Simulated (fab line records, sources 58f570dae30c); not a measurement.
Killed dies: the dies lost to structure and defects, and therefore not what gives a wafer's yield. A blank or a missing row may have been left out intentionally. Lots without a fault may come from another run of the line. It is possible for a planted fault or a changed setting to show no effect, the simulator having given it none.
Which of the tools did it? / flow berkeley_cmos170 / 18 wafers from 6 lots sampled at 2 of the route's 331 steps

## WHAT EACH GAUGE READ, for each wafer
UCB170_SPACER_THK_MEAS_01.
lot=L976; measured=day 7 19:10; on=film_metro-03; SPACER_TEOS_THK (nm)=373 373 383
lot=L978; measured=day 8 01:51; on=film_metro-01; SPACER_TEOS_THK (nm)=372 375 371
lot=L991; measured=day 10 11:26; on=film_metro-01; SPACER_TEOS_THK (nm)=369 376 371
lot=L989; measured=day 10 11:28; on=film_metro-03; SPACER_TEOS_THK (nm)=381 375 382
lot=L997; measured=day 11 12:59; on=film_metro-02; SPACER_TEOS_THK (nm)=372 366 377
lot=L995; measured=day 11 13:47; on=film_metro-02; SPACER_TEOS_THK (nm)=371 374 380

## TOOL THAT RAN EACH LOT (tool first, then ch and the chambers of the sampled wafers, then the start)
lot=L976; UCB170_SPACER_CVD_00=pecvd-01 ch 0,1,2, day 7 19:08
lot=L978; UCB170_SPACER_CVD_00=pecvd-03 ch 0,1,2, day 8 01:48
lot=L991; UCB170_SPACER_CVD_00=pecvd-03 ch 0,1, day 10 11:23
lot=L989; UCB170_SPACER_CVD_00=pecvd-03 ch 1,2, day 10 11:25
lot=L997; UCB170_SPACER_CVD_00=pecvd-03 ch 0,1,2, day 11 12:53
lot=L995; UCB170_SPACER_CVD_00=pecvd-03 ch 0,1, day 11 13:44
- UCB170_SPACER_CVD_00: deposits SiO2 from TEOS/O2, target thk 376 nm, time 47 s.

## THE ANSWER, worked out from the rows above alone
Rule: usual is defined by the lots themselves. The widest of any qualifying gaps counts: lots, ordered by their means at a reading, are off when they make up no more than a third of the lots, leave a main group of 4 or more, and stand apart from it by 3 or more times the standard deviation of that group's means. A main group whose means are all the same, to the digits that the tables above print for the reading, isn't used. Also off: a lot with no number at a reading for which 4 or more lots have one. Where the step has rows for the other lots, those lots are counted as sound.
No lot is off at any reading shown: from this, nothing can be told.

## WHAT THE SIMULATOR HAD INSERTED
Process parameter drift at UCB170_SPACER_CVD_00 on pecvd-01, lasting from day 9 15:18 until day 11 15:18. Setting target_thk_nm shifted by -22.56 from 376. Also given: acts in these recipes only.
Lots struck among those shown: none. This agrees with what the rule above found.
